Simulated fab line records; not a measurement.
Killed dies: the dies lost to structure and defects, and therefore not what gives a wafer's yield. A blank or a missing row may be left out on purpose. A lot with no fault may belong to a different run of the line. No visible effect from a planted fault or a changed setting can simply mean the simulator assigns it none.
A lot that was struck, set against a sound lot + flow berkeley cmos170 + 44 steps out of a route of 331
Sound: wafers L235.3, L235.5, L235.6. Struck: wafers L243.1, L243.3, L243.6. The cause comes at the end.
At each step with rows: each side's tool, then ch and its chambers, then its first start. Under that, the readings that differ: sound wafers + struck wafers + difference of the means + sigmas: that difference in standard deviations of wafers without a fault.
alike: words and numbers the same on both sides, and readings whose means are apart by under 2 such deviations; not compared: readings that were withheld, readings missing a value for some wafer, numbers with overlapping values and no deviation given by the record, and bounds like >300 which may hide the same value.
Wherever a step has rows on one side only, a row that says differs or no value, or a row with sigmas, the two part there. Numbers that don't overlap but have no deviation are shown without sigmas and don't part them. A reading missing from all wafers of one side parts the sides only when that side holds two or more wafers.

first, 3 steps without rows for these wafers: UCB170_PFIELD_EXPOSE_03 (exposes mask PFIELD, target cd 1500 nm); UCB170_PFIELD_PEB_04; UCB170_PFIELD_DEVELOP_05 (develop time 45 s).
UCB170_PFIELD_OVL_MEAS_06:
  struck on overlay-02, day 7 13:45; sound on overlay-01, day 5 09:52
  alike: PFIELD_OVL
then, 1 step without rows for these wafers: UCB170_PFIELD_IMPLANT_07.
UCB170_PFIELD_STRIP_08: strips in O2.
  sound on plasma asher-02 ch 0,1, day 5 10:05; struck on plasma asher-02 ch 0,1, day 7 13:56
  alike: chamber pressure mTorr, drypump motor current A, oes product au, strip time to endpoint s
  not compared: rf hours counter h
UCB170_PFIELD_TW_MEAS_09:
  struck on film metro-02, day 7 14:02; sound on film metro-02, day 5 10:10
  alike: PFIELD_TW
then, 2 steps without rows for these wafers: UCB170_FIELD_CLEAN_00 (cleans in dHF, time 7.5 s); UCB170_FIELD_OXIDATION_01 (target thk 558.3 nm, ox time 7200 s).
UCB170_FIELD_THK_MEAS_02:
  struck on film metro-03, day 7 20:37; sound on film metro-04, day 5 15:51
| reading              | sound       | struck      | difference | sigmas |
|----------------------|-------------|-------------|------------|--------|
| FIELD_OXIDE_THK (nm) | 547 542 554 | 566 571 565 | +20        | +2     |
then, 2 steps without rows for these wafers: UCB170_FIELD_ANNEAL_03 (time 1200 s); UCB170_FIELD_WET_ETCH_04 (etches SiO2 in dHF, time 60 s).
UCB170_FIELD_WET_ETCH_05: etches Si3N4 in H3PO4, time 12600 s.
  sound on wet bench-03 ch 1, day 5 20:38; struck on wet bench-03 ch 1, day 7 23:32
then, 1 step without rows for these wafers: UCB170_FIELD_WET_ETCH_06 (etches SiO2 in BOE, time 22 s).
UCB170_FIELD_THK_MEAS_90:
  struck on film metro-04, day 8 03:07; sound on film metro-04, day 6 03:43
| reading                     | sound       | struck      | difference | sigmas |
|-----------------------------|-------------|-------------|------------|--------|
| FIELD_OXIDE_LEFT_1_THK (nm) | 431 425 438 | 448 453 448 | +18        | +2     |
then, 2 steps without rows for these wafers: UCB170_SACOX_CLEAN_00 (cleans in dHF, time 7.5 s); UCB170_SACOX_OXIDATION_01 (target thk 14.4 nm, ox time 2400 s).
UCB170_SACOX_THK_MEAS_02:
  struck on film metro-02, day 8 08:20; sound on film metro-02, day 6 07:13
  alike: SACOX_OXIDE_THK
then, 2 steps without rows for these wafers: UCB170_SCREENOX_WET_ETCH_00 (etches SiO2 in dHF, time 200 s); UCB170_SCREENOX_OXIDATION_01 (target thk 14.4 nm, ox time 2400 s).
UCB170_SCREENOX_THK_MEAS_02:
  struck on film metro-03, day 8 12:32; sound on film metro-02, day 6 13:38
| reading                 | sound             | struck            | difference | sigmas |
|-------------------------|-------------------|-------------------|------------|--------|
| SCREENOX_OXIDE_THK (nm) | 13.74 13.91 13.74 | 14.35 14.59 14.67 | +0.74      | +2     |
then, 7 steps without rows for these wafers: UCB170_SCREENOX_ANNEAL_03 (time 900 s); UCB170_NVT_HMDS_00 (prime time 60 s); UCB170_NVT_COAT_01 (resist thk 900 nm); UCB170_NVT_SOFTBAKE_02 (time 60 s); UCB170_NVT_EXPOSE_03 (exposes mask PWELL, target cd 3000 nm); UCB170_NVT_PEB_04; UCB170_NVT_DEVELOP_05 (develop time 45 s).
UCB170_NVT_OVL_MEAS_06:
  struck on overlay-01, day 8 18:34; sound on overlay-01, day 6 21:39
| reading      | sound      | struck | difference | sigmas |
|--------------|------------|--------|------------|--------|
| NVT_OVL (nm) | -8 -10 -10 | -1 1 8 | +12        | +2     |
then, 1 step without rows for these wafers: UCB170_NVT_IMPLANT_07.
UCB170_NVT_STRIP_08: strips in O2.
  sound on plasma asher-03 ch 0,1, day 6 21:52; struck on plasma asher-03 ch 0,1, day 8 18:45
  alike: chamber pressure mTorr, drypump motor current A, oes product au, strip time to endpoint s
  not compared: rf hours counter h
UCB170_NVT_TW_MEAS_09:
  struck on film metro-01, day 8 18:51; sound on film metro-02, day 6 21:57
  alike: NVT_TW
then, 7 steps without rows for these wafers: UCB170_NVT_CLEAN_10 (cleans in SPM, time 600 s); UCB170_PVT_HMDS_00 (prime time 60 s); UCB170_PVT_COAT_01 (resist thk 900 nm); UCB170_PVT_SOFTBAKE_02 (time 60 s); UCB170_PVT_EXPOSE_03 (exposes mask NWELL, target cd 3000 nm); UCB170_PVT_PEB_04; UCB170_PVT_DEVELOP_05 (develop time 45 s).
UCB170_PVT_OVL_MEAS_06:
  struck on overlay-01, day 8 21:55; sound on overlay-02, day 6 23:10
  alike: PVT_OVL
then, 1 step without rows for these wafers: UCB170_PVT_IMPLANT_07.
UCB170_PVT_STRIP_08: strips in O2.
  sound on plasma asher-01 ch 0,1, day 6 23:22; struck on plasma asher-01 ch 1, day 8 22:06
  alike: chamber pressure mTorr, drypump motor current A, oes product au, strip time to endpoint s
  not compared: rf hours counter h
-- the record jumps here: 2 days lie between the struck wafers' starts before and after (it left off in module PVT and takes up again in module M2, whose first step shown is number 288 of the route) --
UCB170_M2_ETCH_17: etches BARC in N2/H2.
  sound on rie diel-03 ch 0,1, day 8 20:53; struck on rie diel-03 ch 0,1,3, day 11 00:35
| reading             | sound           | struck            | difference | sigmas |
|---------------------|-----------------|-------------------|------------|--------|
| model.M2.cd nm (nm) | 700.4 701.1 701 | 706.2 706.3 707.5 | +5.8       |        |
  alike: chamber pressure mTorr, drypump motor current A, oes product au, throttle valve pct
UCB170_M2_METAL_ETCH_18: etches Al in Cl2/BCl3, stops on SiO2, target depth 1170 nm, time 195 s.
  sound on rie metal-01 ch 1, day 8 21:04; struck on rie metal-04 ch 0,1, day 11 00:38
| reading             | sound             | struck        | difference | sigmas |
|---------------------|-------------------|---------------|------------|--------|
| model.M2.cd nm (nm) | 706.3 704.8 704.6 | 708 710 710.3 | +4         |        |
  alike: bcl3 flow sccm, chamber pressure mTorr, drypump motor current A, oes product au, throttle valve pct
  not compared: rf hours counter h

== WHERE THEY PART ==
Earliest at UCB170_FIELD_THK_MEAS_02; latest, in this record, at UCB170_NVT_OVL_MEAS_06. Later steps at which nothing parts them and some readings are alike: UCB170_NVT_STRIP_08, UCB170_NVT_TW_MEAS_09, UCB170_PVT_OVL_MEAS_06, UCB170_PVT_STRIP_08, UCB170_M2_ETCH_17, UCB170_M2_METAL_ETCH_18.

WHY: whatever the simulator had introduced
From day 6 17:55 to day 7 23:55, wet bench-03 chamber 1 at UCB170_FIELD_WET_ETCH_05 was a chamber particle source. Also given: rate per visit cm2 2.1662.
